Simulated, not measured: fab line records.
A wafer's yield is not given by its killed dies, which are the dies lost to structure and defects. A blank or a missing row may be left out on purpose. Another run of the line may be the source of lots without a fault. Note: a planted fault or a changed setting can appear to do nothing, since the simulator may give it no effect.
Which tool was responsible? -- flow berkeleyCmos170 -- 45 wafers from 15 lots sampled at 3 of the route's 331 steps

WHAT THE GAUGES READ, wafer by wafer
UCB170_ACTIVE_CD_MEAS_90 targets a cd of 1200 nm. Usual: cdNm at 1200.3 nm, with a standard deviation of 1.7.
lot,measured,on,cdNm (nm),flag
L236,day 4 07:55,cdSem-01,1201.1 1199.6 1198.1,
L238,day 4 10:34,cdSem-02,1198.0 1197.5 1199.2,
L237,day 4 10:45,cdSem-01,1203.0 1203.0 1203.8,
L239,day 4 18:49,cdSem-01,1202.4 1203.5 1201.8,
L240,day 4 19:03,cdSem-02,1200.5 1200.0 1199.6,
L244,day 5 17:38,cdSem-02,1202.0 1201.7 1202.2,
L243,day 5 17:55,cdSem-02,1198.9 1198.9 1200.0,
L245,day 5 22:04,cdSem-01,1201.6 1201.3 1203.7,
L246,day 6 03:32,cdSem-02,1200.1 1200.0 1199.5,
L247,day 6 12:23,cdSem-02,1201.6 1203.0 1201.5,
L251,day 7 08:52,cdSem-01,1198.5 1196.6 1197.5,
L253,day 7 14:50,cdSem-01,1201.1 1201.7 1202.1,
L255,day 8 05:14,cdSem-01,1202.0 1202.7 1201.7,
L257,day 8 14:23,cdSem-02,1198.7 1200.2 1199.6,
L258,day 8 20:19,cdSem-02,1201.8 1202.4 1202.6,

UCB170_NVT_OVL_MEAS_06. Usual: NVT_OVL 2 nm, standard deviation 5.5.
lot,measured,on,NVT_OVL (nm),flag
L236,day 5 14:30,overlay-02,13 7 5,
L238,day 5 18:24,overlay-02,12 15 14,
L237,day 5 13:31,overlay-01,10 4 2,
L239,day 5 21:55,overlay-01,-6 -6 -2,
L240,day 5 22:01,overlay-01,7 4 13,
L244,day 7 01:26,overlay-02,2 3 -8,
L243,day 7 01:33,overlay-01,2 -5 7,
L245,day 7 05:21,overlay-01,-1 -3 -5,
L246,day 7 09:59,overlay-02,3 -3 -4,
L247,day 7 15:54,overlay-01,6 3 4,
L251,day 8 11:19,overlay-02,2 7 -3,
L253,day 8 19:36,overlay-02,7 -4 7,
L255,day 9 14:11,overlay-02,-3 0 2,
L257,day 9 17:32,overlay-01,4 3 3,
L258,day 10 03:52,overlay-02,5 2 1,

WHAT TOOL EACH LOT RAN ON (gives the tool, then ch and the chambers of the sampled wafers, and finally the start)
lot,UCB170_PFIELD_PEB_04
L236,"lithoTrack-04 ch 0, day 4 09:26"
L238,"lithoTrack-02 ch 0, day 4 14:08"
L237,"lithoTrack-02 ch 0, day 4 14:00"
L239,"lithoTrack-02 ch 0, day 4 20:01"
L240,"lithoTrack-02 ch 0, day 4 20:31"
L244,"lithoTrack-03 ch 0, day 5 19:23"
L243,"lithoTrack-02, day 5 19:38"
L245,"lithoTrack-02, day 6 00:11"
L246,"lithoTrack-03, day 6 04:46"
L247,"lithoTrack-03 ch 0, day 6 13:31"
L251,"lithoTrack-03 ch 0, day 7 10:11"
L253,"lithoTrack-04 ch 0, day 7 16:52"
L255,"lithoTrack-04 ch 0, day 8 09:05"
L257,"lithoTrack-03 ch 0, day 8 15:15"
L258,"lithoTrack-04 ch 0, day 8 21:53"
- UCB170_PFIELD_PEB_04

AS READ BY THE TOOLS THEMSELVES (means over the sampled wafers that have a number; for cases with no such wafer, the mark the record gives instead)
UCB170_PFIELD_PEB_04. Usual: chillPlateTempC 22.98 C, standard deviation 0.1; exhaustPa 45.0 Pa, standard deviation 0.86.
lot,tool,chillPlateTempC (C),exhaustPa (Pa),flag
L236,lithoTrack-04,23.08,46.6,
L238,lithoTrack-02,22.88,45.2,
L237,lithoTrack-02,22.84,44.9,
L239,lithoTrack-02,22.91,43.7,
L240,lithoTrack-02,23.03,44.9,
L244,lithoTrack-03,22.94,44.1,
L243,lithoTrack-02,-,-,OFF
L245,lithoTrack-02,-,-,OFF
L246,lithoTrack-03,-,-,OFF
L247,lithoTrack-03,23.08,44.5,
L251,lithoTrack-03,23.15,45.0,
L253,lithoTrack-04,23.06,44.9,
L255,lithoTrack-04,22.88,44.2,
L257,lithoTrack-03,22.98,44.6,
L258,lithoTrack-04,23.03,45.2,

THE ANSWER, worked out from the rows above alone
Rule: a lot counts as off when the mean over its wafers that have a number is more than 3 standard deviations away from the usual mean. A lot without any number at a reading at which 4 lots or more have one is off too. Where the step has rows for the other lots, those lots are counted as sound. First the gauges in route order, then the tools' own readings, where a lot's mean is used as printed above. The first step at which some lot is off is used, and at that step the reading that is off furthest; a lot without a number counts as furthest.
Off: L243, L245, L246 (UCB170_PFIELD_PEB_04, chillPlateTempC). Without a number there: L243, L245, L246.
If a tool, at that step or one of the process steps before it, ran each lot that is off and ran no sound lot following the first of them, it fits. None of those tried fits.

WHAT HAD BEEN PUT IN BY THE SIMULATOR
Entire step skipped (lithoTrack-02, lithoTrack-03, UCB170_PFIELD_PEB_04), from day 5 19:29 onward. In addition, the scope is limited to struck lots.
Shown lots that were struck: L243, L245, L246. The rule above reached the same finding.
